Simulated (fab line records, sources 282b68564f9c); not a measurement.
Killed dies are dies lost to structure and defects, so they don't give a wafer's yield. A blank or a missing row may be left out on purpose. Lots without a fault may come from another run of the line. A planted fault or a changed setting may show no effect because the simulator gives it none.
One fault seen from 2 desks | flow rit_cmos | each desk has only its own numbers; what lay behind them comes last

THE TOOL OWNER'S DESK: rie_diel-03
The tool's own readings at RIT_CONTACT_ETCH_11 (etches SiO2 in CHF3/CF4/Ar, stops on TiSi2, target depth 480 nm, time 320 s): means of the sampled wafers that have a number, for each lot that ran on this tool. A lot is out of limits, marked OUT, if its mean lies more than 4 standard deviations from the usual mean; the brackets give that distance.
Columns: A = chamber_pressure_mTorr at RIT_CONTACT_ETCH_11, usual 100.01 mTorr; B = drypump_motor_current_A at RIT_CONTACT_ETCH_11, usual 5.45 A; C = oes_product_au at RIT_CONTACT_ETCH_11, usual 0.996 a.u.; D = run_length_s at RIT_CONTACT_ETCH_11, usual 348.1 s; E = throttle_valve_pct at RIT_CONTACT_ETCH_11, usual 8.86 %
lot  | first seen here | A      | B    | C     | D               | E
L469 | day 4 06:39     | 100.01 | 5.46 | 0.997 | 348.3           | 8.80
L474 | day 5 11:09     | 99.99  | 5.65 | 0.987 | 391.1 (+98) OUT | 8.89
L476 | day 6 00:35     | 100.02 | 5.66 | 1.002 | 390.4 (+96) OUT | 9.02
This desk's finding: out of limits on L474, L476; first on L474, day 5 11:09 (run_length_s at RIT_CONTACT_ETCH_11). In limits: L469.

THE METROLOGY DESK
What the gauges read, lot by lot, whatever tool the lot ran on: means of the sampled wafers that have a number. A lot is out of limits, marked OUT, if its mean lies more than 4 standard deviations from the usual mean; the brackets give that distance.
Columns: A = CONTACT_TEOS_THK at RIT_CONTACT_THK_MEAS_01, usual 399 nm; B = cd_nm at RIT_CONTACT_CD_MEAS_08, usual 1001.1 nm; C = CONTACT_OVL at RIT_CONTACT_OVL_MEAS_09, usual -0.6 nm
lot  | first seen here | A   | B      | C
L469 | day 4 05:12     | 398 | 1003.0 | 0.5
L472 | day 4 21:26     | 398 | 1003.8 | -1.7
L474 | day 5 09:49     | 400 | 1002.7 | -0.7
L476 | day 5 23:09     | 399 | 1001.8 | -3.2
L482 | day 7 01:24     | 405 | 999.9  | -1.8
L483 | day 7 04:27     | 397 | 1003.2 | 1.2
This desk's finding: nothing out of limits on any of the 6 lots.

PUT TOGETHER
The tool owner's desk could have raised an alarm at day 5 11:09, on L474, L476.
The metrology desk saw nothing out of limits.
The metrology desk has L474, L476 on record, within its limits.
Of the lots named, all ran RIT_CONTACT_ETCH_11 on rie_diel-03.

WHAT THE SIMULATOR HAD PUT IN
Process parameter drift: rie_diel-03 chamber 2, from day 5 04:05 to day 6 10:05, at RIT_CONTACT_ETCH_11. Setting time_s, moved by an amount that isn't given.
Lots struck among those shown: L474, L476.
Hours from the fault's start to each desk's first reading out of limits: the tool owner's desk, 7.
